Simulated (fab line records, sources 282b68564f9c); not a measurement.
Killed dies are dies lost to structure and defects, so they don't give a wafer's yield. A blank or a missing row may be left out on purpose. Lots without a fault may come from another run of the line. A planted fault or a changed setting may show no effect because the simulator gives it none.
Problem report in the 8D (eight disciplines) form, filled by code | flow rit_cmos | the parts of the form that need people (team, actions taken, sign-off) are left out

1. THE PROBLEM
ACTIVE_NITRIDE_THK at RIT_ACTIVE_THK_MEAS_04 reads a mean of 195.5 nm on 3 wafers of 1 lot; wafers without a fault read 151.2 nm with a standard deviation of 1.5. That is +30 standard deviations from the usual mean.
First seen on wafer L593.3, day 3 21:23, on film_metro-03. The record holds 39 wafers of 13 lots with a number at this step. Rule for "out", or "out of limits": more than 4 standard deviations from the usual mean. The other wafers with a number count as sound.

2. WHAT IT IS AND WHAT IT IS NOT
question                    | is                     | is not
which readings at this step | ACTIVE_NITRIDE_THK     | -
which lots                  | L593                   | L582, L583, L584, L585, L586, L587, L589, L590, L591, L592, L595, L601
which wafers of those lots  | all that have a number | -
read on which gauges        | film_metro-03          | film_metro-02, film_metro-04
when                        | from day 3 21:23       | up to then (30 sound wafers); but 6 sound wafers of L595, L601 came after

3. SUSPECTS, AND WHAT RULES EACH OUT
Counting: a tool at a process step up to the reading stays a suspect if it ran every lot that is out and no sound lot after the first of them.
- the gauge at RIT_ACTIVE_THK_MEAS_04: ruled out. All the wafers that are out were read on film_metro-03, but those of them that RIT_ACTIVE_ETCH_13 has rows for are out there too, on other tools.
- lpcvd-02 at RIT_ACTIVE_CVD_03 (deposits Si3N4 from SiH2Cl2/NH3, target thk 150 nm, time 1500 s): kept. It ran the lot that is out, L593 (day 3 19:57), and no sound lot after that; its last sound lot up to then is L592 (day 3 15:13).
Left after counting: lpcvd-02 at RIT_ACTIVE_CVD_03.

4. THE CAUSE (what the simulator had put in)
Process parameter drift: lpcvd-02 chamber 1, from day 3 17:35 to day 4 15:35, at RIT_ACTIVE_CVD_03. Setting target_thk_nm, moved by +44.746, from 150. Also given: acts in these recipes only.
Counting left only this tool.

5. THE CHAIN OF EFFECTS, in route order
Each row: a reading whose mean over the struck wafers that have a number lies more than 3 standard deviations from the usual. Only readings for which the record gives a usual standard deviation are gone through. hours: the time from each lot's start at the first step in this table that gives one to its start at this step, as a median over the lots. sigmas: the change in usual standard deviations.
hours | step                   | reading            | usual      | on struck wafers | change | sigmas
0     | RIT_ACTIVE_THK_MEAS_04 | ACTIVE_NITRIDE_THK | 151.2 nm   | 195.5            | +44.3  | +30
1     | RIT_ACTIVE_ETCH_13     | oes_product_au     | 0.827 a.u. | 0.963            | +0.136 | +14
The process steps in it:
- RIT_ACTIVE_ETCH_13: etches Si3N4 in SF6, stops on SiO2, time 210 s, target depth 210 nm.
Later measuring or inspecting steps at which every struck wafer that the step has a row for has a number for every such reading, and none has moved that far: RIT_NRETRO_OVL_MEAS_06.

6. WHAT WOULD HAVE CAUGHT IT SOONER
In this record the first reading out of limits at a measuring or inspecting step was taken at day 3 21:23, 4 hours after the fault began at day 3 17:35.
Of the tool readings at RIT_ACTIVE_CVD_03 for which the record gives a usual standard deviation, none was out on any struck wafer, so an alarm limit of 4 standard deviations on them would not have fired.
All the lots that are out (1) had begun RIT_ACTIVE_CVD_03 on lpcvd-02 by day 3 21:23. A hold on the tool at that time would have spared none of them.
